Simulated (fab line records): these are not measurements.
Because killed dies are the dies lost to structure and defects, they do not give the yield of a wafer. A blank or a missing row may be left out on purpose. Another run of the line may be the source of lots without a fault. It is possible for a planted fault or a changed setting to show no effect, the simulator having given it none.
Code-filled problem report in 8D (eight disciplines) form -- flow rit_cmos -- the parts of the form that need people (team, actions taken, sign-off) are left out

1. THE ISSUE
Mean NLDD_RS at RIT_SDANNEAL_RS_MEAS_07: 154.2 ohm/sq over 6 wafers in 2 lots; fault-free wafers: 151.7 ohm/sq, standard deviation 0.43. Relative to the usual mean, that is a shift of +5.9 standard deviations.
The step: measures by four-point-probe.
First observed at day 5 20:29: wafer L132.4, on film_metro-02. The record holds 42 wafers of 14 lots with a number at this step. By rule, "out" or "out of limits" means more than 4 standard deviations away from the usual mean. Any other wafer with a number is counted as sound.

2. WHAT IT IS; WHAT IT IS NOT
question,is,is not
which readings at this step,NLDD_RS,-
which lots,"L132, L133","L119, L120, L121, L123, L124, L125, L135, L136, L137, L138, L141, L142"
which wafers of those lots,all that have a number,-
read on which gauges,"film_metro-01, film_metro-02",film_metro-04
when,from day 5 20:29,"up to then (18 sound wafers); but 18 sound wafers of L135, L136, L137, L138, L141, L142 came after"

3. WHAT RULES OUT EACH SUSPECT
Counting: any tool at a process step up to the reading is kept as a suspect provided that every lot that is out went through it and no sound lot did after the first of them.
- the gauge at RIT_SDANNEAL_RS_MEAS_07 has been ruled out. The wafers that are out were read on 2 gauges (film_metro-01, film_metro-02).
- implanter-03 at RIT_NLDD_IMPLANT_08: ruled out as a lasting fault. Sound lots L142 ran on it after its first lot that is out, L132 (day 5 12:14).
Left after counting: nothing in the record.

4. THE CAUSE (what the simulator had put in)
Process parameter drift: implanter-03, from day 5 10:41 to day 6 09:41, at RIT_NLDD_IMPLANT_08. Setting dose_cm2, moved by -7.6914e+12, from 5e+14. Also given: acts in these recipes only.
It was ruled out by counting, in error; the rule expects a fault to strike all lots run on its tool from its start on, and this fault did not.

5. THE CHAIN OF EFFECTS, in route order
Rows list readings where the struck wafers' mean (over those with a number) sits beyond 3 standard deviations from the usual. Only readings for which the record gives a usual standard deviation are gone through. hours: the time from each lot's start at the first step in this table that gives one to its start at this step, as a median over the lots. sigmas: the change in usual standard deviations.
hours,step,reading,usual,on struck wafers,change,sigmas
0,RIT_NLDD_IMPLANT_08,dose_ions_cm2,5.001e+14,4.924e+14,-7.733e+12,-14
8,RIT_SDANNEAL_RS_MEAS_07,NLDD_RS,151.7 ohm/sq,154.2,+2.6,+5.9
Here are the process steps it includes:
- RIT_NLDD_IMPLANT_08

6. HOW IT WOULD HAVE BEEN CAUGHT EARLIER
In this record the first reading out of limits at a measuring or inspecting step was taken at day 5 20:29, 10 hours after the fault began at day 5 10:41.
At RIT_NLDD_IMPLANT_08, the tool's own readings (dose_ions_cm2) were out on each struck wafer the step has a row for, so an alarm limit on them would have fired on the first such wafer.
